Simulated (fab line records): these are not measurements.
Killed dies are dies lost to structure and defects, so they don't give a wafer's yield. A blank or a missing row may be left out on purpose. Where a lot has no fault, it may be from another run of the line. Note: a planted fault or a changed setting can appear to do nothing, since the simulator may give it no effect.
Which of the tools did it? / flow berkeley cmos170 / 7 lots, 21 wafers sampled, at 4 steps of a route of 331

## WHAT EACH GAUGE READ, for each wafer
UCB170_CONTACT_CD_MEAS_90 targets a cd of 700 nm.
lot=L175; measured=day 8 16:29; on=cd sem-02; cd nm (nm)=699.1 699.7 703.1
lot=L178; measured=day 8 17:43; on=cd sem-02; cd nm (nm)=698.9 698.3 699.7
lot=L180; measured=day 9 05:37; on=cd sem-02; cd nm (nm)=703.6 703.8 702.4
lot=L187; measured=day 10 18:37; on=cd sem-01; cd nm (nm)=700.0 700.5 697.6
lot=L195; measured=day 11 11:45; on=cd sem-02; cd nm (nm)=698.5 702.1 700.4
lot=L190; measured=day 11 14:51; on=cd sem-01; cd nm (nm)=698.7 697.3 699.0
lot=L198; measured=day 12 14:20; on=cd sem-01; cd nm (nm)=704.3 700.2 703.6

## EACH LOT AND THE TOOL THAT RAN IT (in order: tool; ch and the chambers of the sampled wafers; start)
lot=L175; UCB170_SDANNEAL_RTA_00=rtp anneal-02 ch 0, day 8 09:19; UCB170_SILICIDE_RTA_04=rtp anneal-02 ch 0, day 8 10:19; UCB170_CONTACT_STRIP_19=plasma asher-02 ch 0,1, day 8 16:07
lot=L178; UCB170_SDANNEAL_RTA_00=rtp anneal-01 ch 0, day 8 12:23; UCB170_SILICIDE_RTA_04=rtp anneal-02 ch 0, day 8 13:16; UCB170_CONTACT_STRIP_19=plasma asher-01 ch 0,1, day 8 17:37
lot=L180; UCB170_SDANNEAL_RTA_00=rtp anneal-02 ch 0, day 9 00:07; UCB170_SILICIDE_RTA_04=rtp anneal-01 ch 0, day 9 01:00; UCB170_CONTACT_STRIP_19=plasma asher-02 ch 0, day 9 05:30
lot=L187; UCB170_SDANNEAL_RTA_00=rtp anneal-01 ch 0, day 10 13:26; UCB170_SILICIDE_RTA_04=rtp anneal-02 ch 0, day 10 14:19; UCB170_CONTACT_STRIP_19=plasma asher-01 ch 0, day 10 18:31
lot=L195; UCB170_SDANNEAL_RTA_00=rtp anneal-01 ch 0, day 11 06:05; UCB170_SILICIDE_RTA_04=rtp anneal-02 ch 0, day 11 06:59; UCB170_CONTACT_STRIP_19=plasma asher-02 ch 0,1, day 11 11:38
lot=L190; UCB170_SDANNEAL_RTA_00=rtp anneal-01 ch 0, day 11 06:59; UCB170_SILICIDE_RTA_04=rtp anneal-02 ch 0, day 11 07:53; UCB170_CONTACT_STRIP_19=plasma asher-01 ch 0,1, day 11 14:44
lot=L198; UCB170_SDANNEAL_RTA_00=rtp anneal-02 ch 0, day 12 08:00; UCB170_SILICIDE_RTA_04=rtp anneal-02 ch 0, day 12 08:53; UCB170_CONTACT_STRIP_19=plasma asher-04 ch 0, day 12 14:13
- UCB170_SDANNEAL_RTA_00: time 10 s.
- UCB170_SILICIDE_RTA_04: time 15 s.
- UCB170_CONTACT_STRIP_19: strips in O2.

## THE ANSWER, worked out from the rows above alone
Rule: usual is defined by the lots themselves. The widest of any qualifying gaps counts: lots, ordered by their means at a reading, are off when they make up no more than a third of the lots, leave a main group of 4 or more, and stand apart from it by 3 or more times the standard deviation of that group's means. Not used: any main group whose means are identical at the precision the tables above print for the reading. Also off: a lot with no number at a reading for which 4 or more lots have one. All remaining lots with rows at the step are treated as sound.
None of the lots is off at any reading shown; this tells nothing.

## WHAT WAS PUT IN BY THE SIMULATOR
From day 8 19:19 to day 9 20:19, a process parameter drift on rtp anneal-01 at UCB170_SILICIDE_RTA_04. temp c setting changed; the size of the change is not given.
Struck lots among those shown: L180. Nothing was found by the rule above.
